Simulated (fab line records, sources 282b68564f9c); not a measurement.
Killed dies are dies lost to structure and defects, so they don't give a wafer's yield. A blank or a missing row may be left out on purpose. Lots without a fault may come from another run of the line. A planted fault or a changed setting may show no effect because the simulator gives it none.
A struck lot beside a sound one | flow rit_cmos | 20 steps out of a route of 202
Sound: wafers L470.1, L470.3, L470.5. Struck: wafers L464.2, L464.3, L464.4. The cause comes at the end.
At each step with rows: each side's tool, then ch and its chambers, then its first start. Under that, the readings that differ: sound wafers | struck wafers | difference of the means | sigmas: that difference in standard deviations of wafers without a fault.
alike: readings whose means differ by less than 2 such deviations, and words and numbers that are the same on both sides. not compared: withheld readings, readings that some wafer has no value for, bounds like >300 that may hide the same value, and numbers for which the record gives no deviation and whose values overlap.
The two part at a step that has a row with sigmas, a row that says differs or no value, or rows on one side only. Numbers that don't overlap but have no deviation are shown without sigmas and don't part them. A reading that every wafer of one side lacks parts them only if that side has two wafers or more.

RIT_SDANNEAL_RS_MEAS_06: measures by four-point-probe.
  sound on film_metro-02, day 6 12:28; struck on film_metro-02, day 5 01:41
  alike: PLDD_RS
RIT_SDANNEAL_RS_MEAS_07: measures by four-point-probe.
  sound on film_metro-02, day 6 12:35; struck on film_metro-02, day 5 01:49
  reading          | sound             | struck            | difference | sigmas
  NLDD_RS (ohm/sq) | 150.1 149.8 150.1 | 151.0 151.0 151.1 | +1.0       | +2
then, 1 step without rows for these wafers: RIT_SILICIDE_WET_ETCH_00 (etches SiO2 in BOE, target depth 14 nm, time 15 s).
RIT_SILICIDE_SPUTTER_01: material Ti, target thk 30 nm, time 246.8 s.
  sound on pvd_sputter-03, day 6 12:43; struck on pvd_sputter-04, day 5 01:55
  alike: throttle_valve_pct
RIT_SILICIDE_RS_MEAS_02: measures by four-point-probe.
  sound on film_metro-02, day 6 12:52; struck on film_metro-03, day 5 02:05
  alike: SILICIDE_TI_RS
RIT_SILICIDE_THK_MEAS_03: measures by xrf.
  sound on film_metro-02, day 6 12:59; struck on film_metro-03, day 5 02:12
  alike: SILICIDE_TI_THK
RIT_SILICIDE_RTA_04: time 10 s, ramp up 5 s, ramp down 5 s.
  sound on rtp_anneal-01 ch 0, day 6 13:03; struck on rtp_anneal-01 ch 0, day 5 02:16
  alike: wafer_temp_C_max
then, 1 step without rows for these wafers: RIT_SILICIDE_WET_ETCH_05 (etches Ti in SPM, time 120 s).
RIT_SILICIDE_RTA_06: time 10 s, ramp up 5 s, ramp down 10 s.
  sound on rtp_anneal-02 ch 0, day 6 13:10; struck on rtp_anneal-02 ch 0, day 5 02:23
  alike: wafer_temp_C_max
RIT_CONTACT_CVD_00: deposits SiO2 from TEOS, target thk 400 nm, time 61 s.
  sound on pecvd-02 ch 0,1, day 6 13:13; struck on pecvd-02 ch 0,1,2, day 5 02:26
  alike: heater_power_w, susceptor_temp_C
RIT_CONTACT_THK_MEAS_01:
  sound on film_metro-01, day 6 13:17; struck on film_metro-01, day 5 02:29
  alike: CONTACT_TEOS_THK
then, 1 step without rows for these wafers: RIT_CONTACT_HMDS_02 (prime time 60 s).
RIT_CONTACT_COAT_03: resist thk 1000 nm.
  sound on litho_track-03 ch 0, day 6 13:29; struck on litho_track-03, day 5 02:43
  no value came back on the struck wafers for chill_plate_temp_C (C), dispense_pressure_kPa (kPa); on the sound wafers chill_plate_temp_C (C) reads 23.04 22.98 22.87
then, 4 steps without rows for these wafers: RIT_CONTACT_SOFTBAKE_04 (time 60 s); RIT_CONTACT_EXPOSE_05 (exposes mask M11, target cd 1000 nm); RIT_CONTACT_PEB_06; RIT_CONTACT_DEVELOP_07 (develop time 120 s).
RIT_CONTACT_CD_MEAS_08: target cd 1000 nm.
  sound on cd_sem-02, day 6 14:26; struck on cd_sem-01, day 5 03:40
  reading    | sound             | struck | difference                    | sigmas
  cd_nm (nm) | 998.9 997.9 997.5 | - - -  | no value on the struck wafers |
RIT_CONTACT_OVL_MEAS_09:
  sound on overlay-02, day 6 14:33; struck on overlay-01, day 5 03:46
  reading          | sound       | struck | difference                    | sigmas
  CONTACT_OVL (nm) | 3.1 3.4 3.0 | - - -  | no value on the struck wafers |
RIT_M1_PROBE_99:
  sound on prober-02, day 6 19:36; struck on prober-02, day 5 08:58
  reading            | sound | struck      | difference | sigmas
  killed_at_contacts | 0 0 0 | 259 257 255 | +257       | +99 or more
  killed_dies        | 9 6 4 | 264 264 264 | +258       | +92
  killed_on_rim      | 2 1 2 | 70 70 70    | +68        | +49
  alike: killed_at_front_end, killed_open, killed_short

WHERE THEY PART
First at RIT_SDANNEAL_RS_MEAS_07; last, within this record, at RIT_M1_PROBE_99.

WHY: what the simulator had put in
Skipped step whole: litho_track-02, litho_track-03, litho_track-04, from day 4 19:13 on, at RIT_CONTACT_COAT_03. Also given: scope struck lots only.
